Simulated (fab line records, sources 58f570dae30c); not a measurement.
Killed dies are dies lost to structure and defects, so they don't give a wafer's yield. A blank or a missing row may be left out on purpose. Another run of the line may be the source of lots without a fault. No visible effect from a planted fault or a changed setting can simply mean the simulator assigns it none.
fab line records | flow berkeley-cmos170
[record] lots = 5 wafers = 15 last-day = 13
route steps=331 shown V1@258 M2@271
lots that met no fault: from a run of the same line without faults
start-h: hours from the record's opening day to when the first of the lot's shown wafers began | wait-h: hours from the lot's prior step to this one | " identical to the entry in the row above | L1.1+2: several wafers, shown together as one row | - no value, or no start given | * or withheld: withheld | < > ~ a bound
route shown NAME@n: a module of which the file shows steps, and the number in the route of the first | usual: the fault-free wafers' mean and standard deviation | same: alike in all rows | chamber/n: place in a boat | sites: per-site readings | _std_site: standard deviation across them | _edge_site: mean of outer sites minus mean of inner sites | radius-mm: how far each site lies from the wafer's centre | mask NAME#n: copy n | behind: the most recent tool/chamber to have shaped the wafer | hold: why the lot was held/for how many hours/how that ended | device: the transistor (n, p or np) that didn't switch | end of line: at the end of the route, the tests of the same wafers | a step without rows: its recipe alone | killed: dies that structure and defects cost at the first sort, which is not the same as the wafer's yield | map: a wafer's dies, x killed, . not, _ none there
set.NAME: the run value of the setting; set.NAME@STEP: its run value at that earlier step | model.NAME: the simulator's own value behind a step, which no gauge read
lots at some steps of the route; a table a step, a row a wafer
services: when a tool's chamber went out of use (start-h, in hours from the record's first day, below 0 if earlier), for how many hours, and the reason
[[steps]]
[step UCB170_V1_THK_MEAS_04]
[recipe] reads = SiO2_of_V1_CVD_00
[usual] V1_POLISHED_THK = 1000.2/1.3
// columns lot.wafer tool chamber start-h wait-h V1_POLISHED_THK[nm]
L080.4 film-metro-03 - 227.46 0.1 1001.5
L080.5 " - " " 1002.1
L080.6 " - " " 999.2
L083.1 film-metro-01 - 243.47 0.1 999.7
L083.2 " - " " 1002.1
L083.6 " - " " 1001.4
L087.1 film-metro-03 - 266.00 0.1 999.5
L087.2 " - " " 999.8
L087.3 " - " " 998.3
L090.2 film-metro-02 - 282.11 0.1 998.8
L090.5 " - " " 1001.3
L090.6 " - " " 999.9
L093.2 film-metro-02 - 297.38 0.1 1001.1
L093.3 " - " " 998.6
L093.6 " - " " 1001.2
[step UCB170_V1_CLEAN_05]
[recipe] chemistry = DIW
// columns lot.wafer tool chamber start-h wait-h
L080.4+5+6 wet-bench-01 2 227.49 0.0
L083.1+2+6 wet-bench-01 1 243.53 0.1
L087.1+2+3 wet-bench-04 0 266.06 0.1
L090.2+5+6 wet-bench-01 1 282.16 0.0
L093.2+3+6 wet-bench-04 0 297.43 0.0
[step UCB170_V1_HMDS_06]
[recipe] prime-time-s = 60 prime-temp-c = 100
[usual] chill-plate-temp-C = 22.99/0.11
[same] prime-time-s = 60
// columns lot.wafer tool chamber start-h wait-h chill-plate-temp-C
L080.4 litho-track-04 0 227.88 0.2 22.91
L080.5 " 0 " " 22.73
L080.6 " 0 " " 22.83
L083.1 litho-track-02 0 243.72 0.0 22.98
L083.2 " 0 " " 22.98
L083.6 " 0 " " 23.01
L087.1 litho-track-01 0 266.51 0.3 22.98
L087.2 " 0 " " 22.70
L087.3 " 0 " " 22.74
L090.2 litho-track-01 0 282.62 0.3 23.16
L090.5 " 0 " " 23.12
L090.6 " 0 " " 22.95
L093.2 litho-track-01 0 297.65 0.0 23.10
L093.3 " 0 " " 23.09
L093.6 " 0 " " 23.01
[step UCB170_V1_COAT_07]
[recipe] resist = KrF spin-rpm = 1500 resist-thk-nm = 900
[usual] chill-plate-temp-C = 23.01/0.1
// columns lot.wafer tool chamber start-h wait-h chill-plate-temp-C
L080.4 litho-track-04 0 228.03 0.1 22.98
L080.5 " 0 " " 23.00
L080.6 " 0 " " 23.05
L083.1 litho-track-02 0 243.87 0.1 22.97
L083.2 " 0 " " 23.04
L083.6 " 0 " " 23.13
L087.1 litho-track-01 0 266.66 0.1 22.93
L087.2 " 0 " " 22.83
L087.3 " 0 " " 22.79
L090.2 litho-track-01 0 282.77 0.1 22.88
L090.5 " 0 " " 22.86
L090.6 " 0 " " 22.94
L093.2 litho-track-01 0 297.80 0.1 22.98
L093.3 " 0 " " 22.91
L093.6 " 0 " " 22.99
[step UCB170_V1_SOFTBAKE_08]
[recipe] resist = KrF temp-c = 130 time-s = 60
[usual] chill-plate-temp-C = 23.00/0.11
// columns lot.wafer tool chamber start-h wait-h chill-plate-temp-C
L080.4 litho-track-04 0 228.18 0.1 22.97
L080.5 " 0 " " 23.05
L080.6 " 0 " " 22.99
L083.1 litho-track-02 0 244.02 0.1 22.85
L083.2 " 0 " " 22.88
L083.6 " 0 " " 22.93
L087.1 litho-track-01 0 266.81 0.1 22.94
L087.2 " 0 " " 22.90
L087.3 " 0 " " 23.00
L090.2 litho-track-01 0 282.92 0.1 22.90
L090.5 " 0 " " 23.01
L090.6 " 0 " " 22.96
L093.2 litho-track-01 0 297.95 0.1 22.85
L093.3 " 0 " " 22.93
L093.6 " 0 " " 22.80
[step UCB170_V1_EXPOSE_09]
[recipe] mask-id = VIA1 target-cd-nm = 700 na = 0.5 sigma-outer = 0.6 source-shape = conventional dose-mj = 37
[same] sigma-outer = 0.6
// columns lot.wafer tool chamber start-h wait-h mask
L080.4+5+6 krf-scanner-01 0 228.44 0.2 VIA1#0
L083.1+2+6 krf-scanner-01 0 244.30 0.2 VIA1#0
L087.1+2+3 krf-scanner-01 0 266.96 0.1 VIA1#0
L090.2+5+6 krf-scanner-02 0 283.19 0.2 VIA1#0
L093.2+3+6 krf-scanner-01 0 298.22 0.2 VIA1#0
[step UCB170_V1_PEB_10]
[recipe] peb-temp-c = 130 peb-time-s = withheld resist = KrF
[usual] chill-plate-temp-C = 22.99/0.098
// columns lot.wafer tool chamber start-h wait-h chill-plate-temp-C
L080.4 litho-track-02 0 228.58 0.1 22.96
L080.5 " 0 " " 23.17
L080.6 " 0 " " 23.07
L083.1 litho-track-01 0 244.42 0.1 22.96
L083.2 " 0 " " 22.87
L083.6 " 0 " " 22.92
L087.1 litho-track-04 0 267.07 0.1 23.02
L087.2 " 0 " " 23.03
L087.3 " 0 " " 23.05
L090.2 litho-track-01 0 283.38 0.2 23.05
L090.5 " 0 " " 23.06
L090.6 " 0 " " 23.13
L093.2 litho-track-01 0 298.55 0.3 22.96
L093.3 " 0 " " 22.79
L093.6 " 0 " " 22.93
[step UCB170_V1_DEVELOP_11]
[recipe] developer = TMAH develop-time-s = 45 resist = KrF dev-temp-c = 21
[usual] chill-plate-temp-C = 22.98/0.1
// columns lot.wafer tool chamber start-h wait-h chill-plate-temp-C
L080.4 litho-track-02 0 - - 23.16
L080.5 " 0 " " 23.28
L080.6 " 0 " " 23.08
L083.1 litho-track-01 0 - - 22.94
L083.2 " 0 " " 23.13
L083.6 " 0 " " 22.95
L087.1 litho-track-04 0 - - 23.05
L087.2 " 0 " " 23.04
L087.3 " 0 " " 23.22
L090.2 litho-track-01 0 - - 22.98
L090.5 " 0 " " 22.92
L090.6 " 0 " " 22.74
L093.2 litho-track-01 0 - - 23.03
L093.3 " 0 " " 22.93
L093.6 " 0 " " 22.91
[step UCB170_V1_CD_MEAS_12]
[recipe] target-cd-nm = 700
[usual] cd-nm = 699.6/1.3
// columns lot.wafer tool chamber start-h wait-h cd-nm
L080.4 cd-sem-01 - 228.84 - 698.9
L080.5 " - " " 698.7
L080.6 " - " " 698.8
L083.1 cd-sem-02 - 244.69 - 698.3
L083.2 " - " " 699.7
L083.6 " - " " 699.6
L087.1 cd-sem-02 - 267.35 - 700.6
L087.2 " - " " 699.7
L087.3 " - " " 699.0
L090.2 cd-sem-01 - 283.65 - 701.6
L090.5 " - " " 699.6
L090.6 " - " " 699.9
L093.2 cd-sem-01 - 298.82 - 698.2
L093.3 " - " " 698.0
L093.6 " - " " 697.8
[step UCB170_V1_OVL_MEAS_13]
[usual] V1_OVL = 0/5.4
// columns lot.wafer tool chamber start-h wait-h V1_OVL[nm]
L080.4 overlay-01 - 228.91 0.1 8
L080.5 " - " " 0
L080.6 " - " " 1
L083.1 overlay-02 - 244.81 0.1 1
L083.2 " - " " 4
L083.6 " - " " 1
L087.1 overlay-02 - 267.47 0.1 -14
L087.2 " - " " 5
L087.3 " - " " -6
L090.2 overlay-02 - 283.76 0.1 4
L090.5 " - " " -3
L090.6 " - " " -7
L093.2 overlay-02 - 298.92 0.1 5
L093.3 " - " " 6
L093.6 " - " " 1
[step UCB170_V1_ETCH_14]
[recipe] chemistry = CHF3/CF4/Ar target = SiO2 stop-on = Al CHF3_flow_sccm = 45 cf4-flow-sccm = 15 Ar_flow_sccm = 150 pressure-mtorr = 200 rf-w = 679.8 target-depth-a = 12500 over-etch-frac = 0.25 time-s = 291
[usual] CHF3_flow_sccm = 45.00/0.14 drypump-motor-current-A = 5.5/0.36 mfc-ar-sccm = 150.0/0.44 oes-product-au = 0.873/0.011 throttle-valve-pct = 6.92/0.13
// columns lot.wafer tool chamber start-h wait-h CHF3_flow_sccm drypump-motor-current-A mfc-ar-sccm oes-product-au rf-hours-counter-h throttle-valve-pct
L080.4 rie-diel-01 3 228.93 0.0 45.20 6.1 149.4 0.884 16 6.86
L080.5 " 3 " " 45.22 6.2 150.0 0.878 - 6.85
L080.6 " 2 " " 45.25 5.4 150.2 0.882 - 6.70
L083.1 rie-diel-01 0 244.85 0.0 44.77 5.0 150.7 0.870 95 7.14
L083.2 " 2 " " 45.25 5.4 150.7 0.889 54 6.70
L083.6 " 0 " " 44.78 5.0 150.3 0.861 - 7.14
L087.1 rie-diel-01 0 267.51 0.0 45.08 5.0 149.3 0.873 96 7.15
L087.2 " 1 " " 45.04 5.7 149.5 0.878 0 6.79
L087.3 " 2 " " 44.91 5.3 150.5 0.885 55 6.71
L090.2 rie-diel-03 0 283.79 0.0 45.10 5.3 149.7 0.861 20 7.08
L090.5 " 0 " " 45.09 5.2 149.9 0.868 - 7.08
L090.6 " 1 " " 44.97 5.6 149.8 0.863 - 7.01
L093.2 rie-diel-03 3 298.95 0.0 44.94 5.2 149.9 0.864 17 6.83
L093.3 " 1 " " 44.97 5.6 150.2 0.860 118 7.03
L093.6 " 3 " " 44.94 5.2 149.6 0.861 - 6.84
[step UCB170_V1_STRIP_15]
[recipe] chemistry = O2 power-w = 400 pressure-mtorr = 3500 platen-temp-c = withheld o2-flow-sccm = 400 overash-fraction = 0.5
[usual] drypump-motor-current-A = 5.8/0.67 oes-product-au = 0.722/0.0043 strip-time-to-endpoint-s = 15.40/0.11
[same] overash-fraction = 0.5
// columns lot.wafer tool chamber start-h wait-h drypump-motor-current-A oes-product-au rf-hours-counter-h strip-time-to-endpoint-s
L080.4 plasma-asher-02 0 229.14 0.1 5.5 0.723 - 15.33
L080.5 " 1 " " 4.8 0.722 - 15.25
L080.6 " 0 " " 5.4 0.724 - 15.31
L083.1 plasma-asher-03 0 245.02 0.1 6.3 0.719 52 15.37
L083.2 " 1 " " 6.6 0.717 52 15.38
L083.6 " 1 " " 6.6 0.724 - 15.40
L087.1 plasma-asher-03 0 267.68 0.1 6.3 0.717 55 15.36
L087.2 " 1 " " 6.6 0.726 55 15.38
L087.3 " 0 " " 6.3 0.724 - 15.45
L090.2 plasma-asher-03 0 283.97 0.1 6.3 0.718 58 15.60
L090.5 " 1 " " 6.6 0.720 - 15.65
L090.6 " 0 " " 6.3 0.727 - 15.58
L093.2 plasma-asher-03 0 299.13 0.1 6.3 0.724 59 15.45
L093.3 " 1 " " 6.6 0.723 - 15.63
L093.6 " 1 " " 6.6 0.715 - 15.54
[step UCB170_V1_CD_MEAS_90]
[recipe] target-cd-nm = 700
[usual] cd-nm = 699.0/1.5
// columns lot.wafer tool chamber start-h wait-h cd-nm
L080.4 cd-sem-02 - 229.27 0.1 698.3
L080.5 " - " " 698.3
L080.6 " - " " 698.3
L083.1 cd-sem-01 - 245.12 0.1 696.3
L083.2 " - " " 698.9
L083.6 " - " " 698.4
L087.1 cd-sem-02 - 267.78 0.1 700.8
L087.2 " - " " 698.7
L087.3 " - " " 698.2
L090.2 cd-sem-02 - 284.09 0.1 700.8
L090.5 " - " " 698.7
L090.6 " - " " 699.6
L093.2 cd-sem-01 - 299.25 0.1 696.1
L093.3 " - " " 696.9
L093.6 " - " " 695.5
[step UCB170_M2_PRE_CLEAN_00]
[recipe] gas = Ar preclean-etch-time-s = 60
// columns lot.wafer tool chamber start-h wait-h
L080.4+5+6 pvd-sputter-03 - 229.33 0.0
L083.1+2+6 pvd-sputter-04 - 245.24 0.1
L087.1+2+3 pvd-sputter-03 - 267.90 0.1
L090.2+5+6 pvd-sputter-03 - 284.19 0.1
L093.2+3+6 pvd-sputter-01 - 299.35 0.1
[step UCB170_M2_SPUTTER_01]
[recipe] material = Al target-thk-nm = 900 time-s = 120 power-w = 6000 chamber-pressure-pa = 0.5
[usual] throttle-valve-pct = 29.7/1.3
// columns lot.wafer tool chamber start-h wait-h throttle-valve-pct
L080.4 pvd-sputter-03 - 229.40 0.0 28.7
L080.5 " - " " 31.6
L080.6 " - " " 28.7
L083.1 pvd-sputter-04 - 245.31 0.0 27.8
L083.2 " - " " 30.4
L083.6 " - " " 30.7
L087.1 pvd-sputter-03 - 267.97 0.0 28.6
L087.2 " - " " 29.6
L087.3 " - " " 31.5
L090.2 pvd-sputter-03 - 284.25 0.0 31.7
L090.5 " - " " 27.4
L090.6 " - " " 28.4
L093.2 pvd-sputter-01 - 299.42 0.0 29.6
L093.3 " - " " 29.1
L093.6 " - " " 29.2
[step UCB170_M2_RS_MEAS_02]
[recipe] thk-meas-gauge = four-point-probe reads = Al_of_M2_SPUTTER_01
[usual] M2_AL_RS = 0.0320/0.00038
// columns lot.wafer tool chamber start-h wait-h M2_AL_RS[ohm/sq]
L080.4 film-metro-04 - 229.54 0.1 0.0322
L080.5 " - " " 0.0318
L080.6 " - " " 0.0324
L083.1 film-metro-02 - 245.39 0.0 0.0328
L083.2 " - " " 0.0319
L083.6 " - " " 0.0318
L087.1 film-metro-02 - 268.05 0.0 0.0318
L087.2 " - " " 0.0314
L087.3 " - " " 0.0315
L090.2 film-metro-02 - 284.36 0.1 0.0318
L090.5 " - " " 0.0318
L090.6 " - " " 0.0316
L093.2 film-metro-01 - 299.52 0.1 0.0318
L093.3 " - " " 0.0319
L093.6 " - " " 0.0317
[step UCB170_M2_THK_MEAS_03]
[recipe] thk-meas-gauge = xrf reads = Al_of_M2_SPUTTER_01
[usual] M2_AL_THK = 903/14
// columns lot.wafer tool chamber start-h wait-h M2_AL_THK[nm]
L080.4 film-metro-04 - 229.63 0.1 892
L080.5 " - " " 901
L080.6 " - " " 884
L083.1 film-metro-02 - 245.51 0.1 886
L083.2 " - " " 911
L083.6 " - " " 914
L087.1 film-metro-02 - 268.17 0.1 917
L087.2 " - " " 934
L087.3 " - " " 921
L090.2 film-metro-02 - 284.47 0.1 917
L090.5 " - " " 921
L090.6 " - " " 924
L093.2 film-metro-01 - 299.63 0.1 904
L093.3 " - " " 900
L093.6 " - " " 904
[step UCB170_M2_HMDS_04]
[recipe] prime-time-s = 60 prime-temp-c = 100
[usual] chill-plate-temp-C = 22.99/0.11
[same] prime-time-s = 60
// columns lot.wafer tool chamber start-h wait-h chill-plate-temp-C
L080.4 litho-track-01 0 229.75 0.1 23.05
L080.5 " 0 " " 23.05
L080.6 " 0 " " 23.00
L083.1 litho-track-03 0 245.59 0.1 22.95
L083.2 " 0 " " 23.13
L083.6 " 0 " " 23.08
L087.1 litho-track-01 0 268.41 0.2 23.03
L087.2 " 0 " " 23.03
L087.3 " 0 " " 22.99
L090.2 litho-track-03 0 284.72 0.2 23.18
L090.5 " 0 " " 23.15
L090.6 " 0 " " 23.01
L093.2 litho-track-02 0 300.34 0.7 22.96
L093.3 " 0 " " 22.81
L093.6 " 0 " " 22.86
[step UCB170_M2_COAT_05]
[recipe] resist = KrF spin-rpm = 1500 resist-thk-nm = 900
[usual] chill-plate-temp-C = 22.99/0.11
// columns lot.wafer tool chamber start-h wait-h chill-plate-temp-C
L080.4 litho-track-01 0 229.90 0.1 22.89
L080.5 " 0 " " 22.93
L080.6 " 0 " " 23.02
L083.1 litho-track-03 0 245.74 0.1 23.01
L083.2 " 0 " " 22.91
L083.6 " 0 " " 22.83
L087.1 litho-track-01 0 268.56 0.1 23.08
L087.2 " 0 " " 22.98
L087.3 " 0 " " 23.21
L090.2 litho-track-03 0 284.87 0.1 22.88
L090.5 " 0 " " 22.86
L090.6 " 0 " " 22.89
L093.2 litho-track-02 0 300.49 0.1 23.15
L093.3 " 0 " " 22.93
L093.6 " 0 " " 22.96
[step UCB170_M2_SOFTBAKE_06]
[recipe] resist = KrF temp-c = 130 time-s = 60
[usual] chill-plate-temp-C = 23.03/0.1
// columns lot.wafer tool chamber start-h wait-h chill-plate-temp-C
L080.4 litho-track-01 0 230.05 0.1 22.97
L080.5 " 0 " " 22.93
L080.6 " 0 " " 23.06
L083.1 litho-track-03 0 245.89 0.1 23.11
L083.2 " 0 " " 23.11
L083.6 " 0 " " 23.12
L087.1 litho-track-01 0 268.71 0.1 22.96
L087.2 " 0 " " 23.01
L087.3 " 0 " " 22.86
L090.2 litho-track-03 0 285.02 0.1 23.15
L090.5 " 0 " " 22.95
L090.6 " 0 " " 23.23
L093.2 litho-track-02 0 300.64 0.1 22.88
L093.3 " 0 " " 22.94
L093.6 " 0 " " 22.96
[step UCB170_M2_STRIP_07]
[recipe] chemistry = O2 power-w = 400 pressure-mtorr = 3500 platen-temp-c = withheld o2-flow-sccm = 400 overash-fraction = 0.5
[usual] drypump-motor-current-A = 6.0/0.6 oes-product-au = 0.735/0.0047 strip-time-to-endpoint-s = 21.95/0.083
[same] overash-fraction = 0.5
// columns lot.wafer tool chamber start-h wait-h drypump-motor-current-A oes-product-au rf-hours-counter-h strip-time-to-endpoint-s
L080.4 plasma-asher-03 1 230.15 0.1 6.6 0.727 - 22.01
L080.5 " 0 " " 6.3 0.727 - 21.98
L080.6 " 1 " " 6.6 0.735 - 22.05
L083.1 plasma-asher-03 0 246.04 0.1 6.3 0.735 53 21.86
L083.2 " 1 " " 6.6 0.735 53 22.00
L083.6 " 0 " " 6.3 0.737 - 21.91
L087.1 plasma-asher-03 1 268.86 0.1 6.6 0.733 56 21.95
L087.2 " 0 " " 6.3 0.740 56 21.89
L087.3 " 1 " " 6.6 0.730 - 21.94
L090.2 plasma-asher-03 1 285.15 0.1 6.6 0.740 58 21.97
L090.5 " 1 " " 6.6 0.725 - 21.98
L090.6 " 0 " " 6.3 0.731 - 21.99
L093.2 plasma-asher-02 0 300.76 0.1 5.4 0.741 16 21.94
L093.3 " 1 " " 4.8 0.737 - 21.96
L093.6 " 0 " " 5.4 0.730 - 21.99
[step UCB170_M2_STRIP_08]
[recipe] chemistry = DMSO temp-c = 80 time-s = 600 material = KrF
// columns lot.wafer tool chamber start-h wait-h
L080.4+5+6 wet-bench-02 3 230.22 0.0
L083.1+2+6 wet-bench-04 2 248.78 2.7
L087.1+2+3 wet-bench-02 0 269.03 0.1
L090.2+5+6 wet-bench-03 1 285.25 0.1
L093.2+3+6 wet-bench-03 1 300.86 0.1
[step UCB170_M2_COAT_09]
[recipe] resist = BARC temp-c = withheld time-s = withheld spin-rpm = 3000 resist-thk-nm = withheld
[usual] chill-plate-temp-C = *
// columns lot.wafer tool chamber start-h wait-h chill-plate-temp-C
L080.4 litho-track-02 0 230.49 0.1 *
L080.5 " 0 " " *
L080.6 " 0 " " *
L083.1 litho-track-02 0 249.23 0.3 *
L083.2 " 0 " " *
L083.6 " 0 " " *
L087.1 litho-track-01 0 269.37 0.2 *
L087.2 " 0 " " *
L087.3 " 0 " " *
L090.2 litho-track-01 0 285.48 0.1 *
L090.5 " 0 " " *
L090.6 " 0 " " *
L093.2 litho-track-02 0 301.51 0.5 *
L093.3 " 0 " " *
L093.6 " 0 " " *
[step UCB170_M2_COAT_10]
[recipe] resist = KrF spin-rpm = 1500 resist-thk-nm = 900
[usual] chill-plate-temp-C = 23.00/0.11
// columns lot.wafer tool chamber start-h wait-h chill-plate-temp-C
L080.4 litho-track-02 0 - - 23.09
L080.5 " 0 " " 23.24
L080.6 " 0 " " 23.03
L083.1 litho-track-02 0 - - 22.85
L083.2 " 0 " " 23.05
L083.6 " 0 " " 22.90
L087.1 litho-track-01 0 - - 23.17
L087.2 " 0 " " 22.92
L087.3 " 0 " " 22.97
L090.2 litho-track-01 0 - - 22.80
L090.5 " 0 " " 22.88
L090.6 " 0 " " 22.81
L093.2 litho-track-02 0 - - 22.93
L093.3 " 0 " " 23.14
L093.6 " 0 " " 22.93
[step UCB170_M2_SOFTBAKE_11]
[recipe] resist = KrF temp-c = 130 time-s = 61.37
[usual] chill-plate-temp-C = 23.00/0.12 plate-sensor-t-centre-C = 131.41/0.0096 plate-sensor-t-edge-C = 131.53/0.0097 softbake-temp-c = 129.98/0.15
// columns lot.wafer tool chamber start-h wait-h chill-plate-temp-C plate-sensor-t-centre-C plate-sensor-t-edge-C softbake-temp-c
L080.4 litho-track-02 0 - - 23.00 131.39 131.55 130.14
L080.5 " 0 " " 23.02 131.41 131.51 130.18
L080.6 " 0 " " 22.95 131.41 131.53 130.08
L083.1 litho-track-02 0 - - 23.07 131.41 131.52 129.84
L083.2 " 0 " " 23.09 131.42 131.53 129.89
L083.6 " 0 " " 22.90 131.4 131.52 129.89
L087.1 litho-track-01 0 - - 23.06 131.42 131.54 129.71
L087.2 " 0 " " 22.82 131.39 131.52 129.87
L087.3 " 0 " " 23.13 131.39 131.52 129.76
L090.2 litho-track-01 0 - - 22.98 131.4 131.53 129.91
L090.5 " 0 " " 22.96 131.42 131.53 130.00
L090.6 " 0 " " 22.89 131.4 131.54 130.01
L093.2 litho-track-02 0 - - 22.98 131.4 131.53 130.23
L093.3 " 0 " " 22.94 131.4 131.54 130.39
L093.6 " 0 " " 23.02 131.41 131.53 130.19
[step UCB170_M2_EXPOSE_12]
[recipe] mask-id = METAL2 target-cd-nm = 700 na = 0.5 sigma-outer = 0.6 source-shape = conventional dose-mj = 26
[same] sigma-outer = 0.6
// columns lot.wafer tool chamber start-h wait-h mask
L080.4+5+6 krf-scanner-01 0 231.04 - METAL2#0
L083.1+2+6 krf-scanner-01 0 - - METAL2#0
L087.1+2+3 krf-scanner-01 0 269.82 - METAL2#0
L090.2+5+6 krf-scanner-01 0 285.92 - METAL2#0
L093.2+3+6 krf-scanner-01 0 301.96 - METAL2#0
[step UCB170_M2_PEB_13]
[recipe] peb-temp-c = 130 peb-time-s = withheld resist = KrF
[usual] chill-plate-temp-C = 22.99/0.1
// columns lot.wafer tool chamber start-h wait-h chill-plate-temp-C
L080.4 litho-track-03 0 231.64 0.6 23.15
L080.5 " 0 " " 22.93
L080.6 " 0 " " 22.92
L083.1 litho-track-03 0 - - 22.90
L083.2 " 0 " " 23.15
L083.6 " 0 " " 22.94
L087.1 litho-track-01 0 269.93 0.1 23.05
L087.2 " 0 " " 22.93
L087.3 " 0 " " 23.16
L090.2 litho-track-02 0 286.05 0.1 22.97
L090.5 " 0 " " 22.80
L090.6 " 0 " " 23.07
L093.2 litho-track-03 0 302.53 0.6 23.12
L093.3 " 0 " " 22.99
L093.6 " 0 " " 22.85
[step UCB170_M2_DEVELOP_14]
[recipe] developer = TMAH develop-time-s = 45 resist = KrF dev-temp-c = 21
[usual] chill-plate-temp-C = 23.01/0.11
// columns lot.wafer tool chamber start-h wait-h chill-plate-temp-C
L080.4 litho-track-03 0 - - 22.93
L080.5 " 0 " " 22.91
L080.6 " 0 " " 22.98
L083.1 litho-track-03 0 - - 23.01
L083.2 " 0 " " 23.11
L083.6 " 0 " " 23.15
L087.1 litho-track-01 0 - - 22.95
L087.2 " 0 " " 23.04
L087.3 " 0 " " 22.90
L090.2 litho-track-02 0 - - 23.01
L090.5 " 0 " " 22.92
L090.6 " 0 " " 23.05
L093.2 litho-track-03 0 - - 22.94
L093.3 " 0 " " 23.07
L093.6 " 0 " " 22.97
[[services]]
// columns tool chamber start-h hours kind
pvd-sputter-01 - 206.08 2.4 repair
rie-diel-03 3 206.33 5.8 repair
krf-scanner-02 0 209.61 - calibration
wet-bench-04 - 212.67 1.9 pm
litho-track-02 - 212.86 - consumable-replace:filter
krf-scanner-02 - 218.28 1.3 pm
litho-track-03 - 226.39 - consumable-replace:filter
rie-diel-03 - 230.08 2.8 pm
rie-diel-01 1 235.22 5.1 repair
rie-diel-01 1 240.29 - clean
rie-diel-01 1 240.29 23.0 scheduled-down
rie-diel-01 1 240.29 23.0 vent-cycle
rie-diel-03 - 242.23 0.4 repair
pvd-sputter-03 - 244.24 9.0 repair
rie-diel-01 2 245.41 3.5 repair
pvd-sputter-01 - 249.65 0.8 repair
krf-scanner-01 0 250.35 - calibration
krf-scanner-01 - 280.40 0.8 pm
krf-scanner-02 - 285.12 3.6 pm
krf-scanner-01 - 290.97 3.0 repair
krf-scanner-02 - 294.01 1.0 pm
krf-scanner-01 - 297.22 0.4 repair
krf-scanner-02 - 301.54 0.8 pm
[[key]]
fault none
